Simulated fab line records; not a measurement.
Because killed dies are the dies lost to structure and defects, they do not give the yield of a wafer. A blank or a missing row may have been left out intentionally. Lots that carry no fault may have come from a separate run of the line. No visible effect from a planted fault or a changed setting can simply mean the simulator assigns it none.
A struck lot beside a sound one :: flow rit_cmos :: 14 steps out of a route of 202
Sound: wafers L809.2, L809.3, L809.5. Wafers L816.1, L816.3, L816.4 were the ones struck. At the end, the cause is stated.
At each step with rows: each side's tool, then ch and its chambers, then its first start. Under that, the readings that differ: sound wafers :: struck wafers :: difference of the means :: sigmas: that difference in standard deviations of wafers without a fault.
alike: readings whose means differ by less than 2 such deviations, and words and numbers that are the same on both sides. not compared: withheld readings, readings that some wafer has no value for, bounds like >300 that may hide the same value, and numbers for which the record gives no deviation and whose values overlap.
A row with sigmas, a row that says differs or no value, or rows on one side alone: a step with any of these is where the two part. Non-overlapping numbers with no deviation appear without sigmas and do not part them. A reading missing from all wafers of one side parts the sides only when that side holds two or more wafers.

RIT_PWELL_OVL_MEAS_06:
  sound on overlay-01, day 3 14:56; struck on overlay-01, day 5 04:41
  alike: PWELL_OVL
then, 2 steps without rows for these wafers: RIT_PWELL_HARDBAKE_07 (time 120 s); RIT_PWELL_IMPLANT_08.
RIT_PWELL_STRIP_09: strips in O2, time 180 s.
  sound on plasma_asher-02 ch 0,1, day 3 15:29; struck on plasma_asher-03 ch 0,1, day 5 05:07
  alike: drypump_motor_current_A
  not compared: rf_hours_counter_h
RIT_PWELL_TW_MEAS_10:
  sound on film_metro-02, day 3 15:40; struck on film_metro-01, day 5 05:17
reading: PWELL_TW
sound: 933 934 935
struck: 968 962 961
difference: +30
sigmas: +3
then, 1 step without rows for these wafers: RIT_WELLDRIVE_ANNEAL_00 (time 14700 s).
RIT_WELLDRIVE_RS_MEAS_01: a four-point-probe measurement.
  sound on film_metro-03, day 3 20:49; struck on film_metro-02, day 5 10:26
  alike: NWELL_RS
RIT_WELLDRIVE_RS_MEAS_02: a four-point-probe measurement.
  sound on film_metro-03, day 3 20:56; struck on film_metro-02, day 5 10:34
  alike: PWELL_RS
then, 4 steps without rows for these wafers: RIT_NRETRO_HMDS_00 (prime time 60 s); RIT_NRETRO_COAT_01 (resist thk 1300 nm); RIT_NRETRO_SOFTBAKE_02 (time 60 s); RIT_NRETRO_EXPOSE_03 (exposes mask M4, target cd 43900 nm).
RIT_NRETRO_PEB_04:
  struck on litho_track-02, day 5 11:22; sound on litho_track-04 ch 0, day 3 21:52
reading: exhaust_pa (Pa)
sound: 45.1 43.9 44.4
struck: - - -
difference: no value on the struck wafers
sigmas: 
  not compared: chill_plate_temp_C
then, 1 step without rows for these wafers: RIT_NRETRO_DEVELOP_05 (develop time 68 s).

== WHERE THEY PART ==
First at RIT_PWELL_TW_MEAS_10; last, within this record, at RIT_NRETRO_PEB_04.

WHY: whatever the simulator had introduced
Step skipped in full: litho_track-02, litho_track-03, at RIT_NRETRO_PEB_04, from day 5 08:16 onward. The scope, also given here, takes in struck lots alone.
